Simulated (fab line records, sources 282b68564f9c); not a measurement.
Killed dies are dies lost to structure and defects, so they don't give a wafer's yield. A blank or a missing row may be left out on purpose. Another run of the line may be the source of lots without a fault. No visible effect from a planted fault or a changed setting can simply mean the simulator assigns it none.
Split-lot experiment + flow rit cmos + on a route of 202 steps: 5 lots, 23 wafers read

## THE SPLIT ITSELF
At RIT_PRETRO_SOFTBAKE_02 (time 60 s), the setting temp c was moved away from the recipe's 90 C on 10 of the 23 wafers read, by -3.0% to +4.1%. For the rest of the wafers, this setting stayed at what the recipe calls for.

## FROM THE SPLIT TO THE READING: what the file shows between them, 2 steps
- RIT_PRETRO_EXPOSE_03: exposes mask M5, target cd 43700 nm
- RIT_PRETRO_PEB_04

## THE READING
NOVOLAK_of_PRETRO_COAT_01.thk nm (the simulator's own value, which no gauge read), in nm, at RIT_PRETRO_DEVELOP_05 (develop time 68 s). The file does not state a usual value for it. Here, 13 wafers ran the recipe; their average is 1299 nm with a standard deviation of 4 nm.

| wafer  | tool, chamber at the split | temp c as run, C | against the recipe | NOVOLAK_of_PRETRO_COAT_01.thk nm, nm | against lot-mates on the recipe |
|--------|----------------------------|------------------|--------------------|--------------------------------------|---------------------------------|
| L075.1 | litho track-04, 0          | 90               | recipe             | 1301                                 | -                               |
| L075.3 | litho track-04, 0          | 87.83            | -2.4%              | 1306                                 | +6                              |
| L075.4 | litho track-04, 0          | 90               | recipe             | 1299                                 | -                               |
| L075.5 | litho track-04, 0          | 90               | recipe             | 1300                                 | -                               |
| L075.6 | litho track-04, 0          | 87.83            | -2.4%              | 1309                                 | +9                              |
| L077.1 | litho track-02, 0          | 90               | recipe             | 1302                                 | -                               |
| L077.4 | litho track-02, 0          | 90               | recipe             | 1300                                 | -                               |
| L077.6 | litho track-02, 0          | 90               | recipe             | 1300                                 | -                               |
| L080.1 | litho track-02, 0          | 93.69            | +4.1%              | 1290                                 | -14                             |
| L080.2 | litho track-02, 0          | 90               | recipe             | 1305                                 | -                               |
| L080.3 | litho track-02, 0          | 90               | recipe             | 1304                                 | -                               |
| L080.5 | litho track-02, 0          | 93.69            | +4.1%              | 1289                                 | -16                             |
| L080.6 | litho track-02, 0          | 93.69            | +4.1%              | 1288                                 | -16                             |
| L081.1 | litho track-01, 0          | 90               | recipe             | 1290                                 | -                               |
| L081.2 | litho track-01, 0          | 90               | recipe             | 1301                                 | -                               |
| L081.4 | litho track-01, 0          | 93.23            | +3.6%              | 1285                                 | -11                             |
| L081.5 | litho track-01, 0          | 93.23            | +3.6%              | 1287                                 | -9                              |
| L081.6 | litho track-01, 0          | 90               | recipe             | 1296                                 | -                               |
| L082.1 | litho track-01, 0          | 90               | recipe             | 1293                                 | -                               |
| L082.2 | litho track-01, 0          | 87.28            | -3.0%              | 1304                                 | +9                              |
| L082.4 | litho track-01, 0          | 87.28            | -3.0%              | 1304                                 | +9                              |
| L082.5 | litho track-01, 0          | 90               | recipe             | 1297                                 | -                               |
| L082.6 | litho track-01, 0          | 87.28            | -3.0%              | 1305                                 | +10                             |

THE FIT
A straight line over all 23 wafers: NOVOLAK_of_PRETRO_COAT_01.thk nm changes by -2.64 nm for each +1% of temp c; r = -0.86; the points scatter about the line by 3.6 nm.
The same after taking each lot's own level away (the mean of its wafers on the recipe; 23 wafers): -3.3 nm for each +1%; r = -0.96; scatter 2.2 nm.
On that fit, the largest move of temp c shifts the reading by 14 nm.
From 1295.0 to 1304.5 nm: that is the span of the lots' own levels, equal to 2.4 times the standard deviation above.
Hence the slope depends on the lot-to-lot level, as the two fits are not the same.
Check: for one of the wafers moved furthest among these (+4.1%), held out of the fit, the line's prediction against its lot-mates is -13.5 nm. Against them it came out at -14.5 nm.

## THE OTHER SPLITS THESE WAFERS WENT THROUGH
These wafers also went through other splits before the reading. Each is held against what the fit with the lots' levels taken away leaves over:
| other split on the same wafers   | wafers away from the commonest value | r with NOVOLAK_of_PRETRO_COAT_01.thk nm (lot level and that fit taken away) |
|----------------------------------|--------------------------------------|-----------------------------------------------------------------------------|
| RIT_ACTIVE_OXIDATION_01 temp c   | 10                                   | +0.31                                                                       |
| RIT_FOX2_OXIDATION_00 ox time s  | 15                                   | -0.04                                                                       |
| RIT_NWELL_SOFTBAKE_02 temp c     | 7                                    | -0.10                                                                       |
| RIT_NWELL_IMPLANT_08 energy kev  | 6                                    | +0.48                                                                       |
| RIT_NRETRO_COAT_01 resist thk nm | 9                                    | +0.28                                                                       |
| RIT_NRETRO_SOFTBAKE_02 temp c    | 7                                    | -0.16                                                                       |

## THE FILE'S OWN FIT
NOVOLAK_of_PRETRO_COAT_01.thk nm changes by -3.31 nm for each +1% of temp c, r = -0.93.
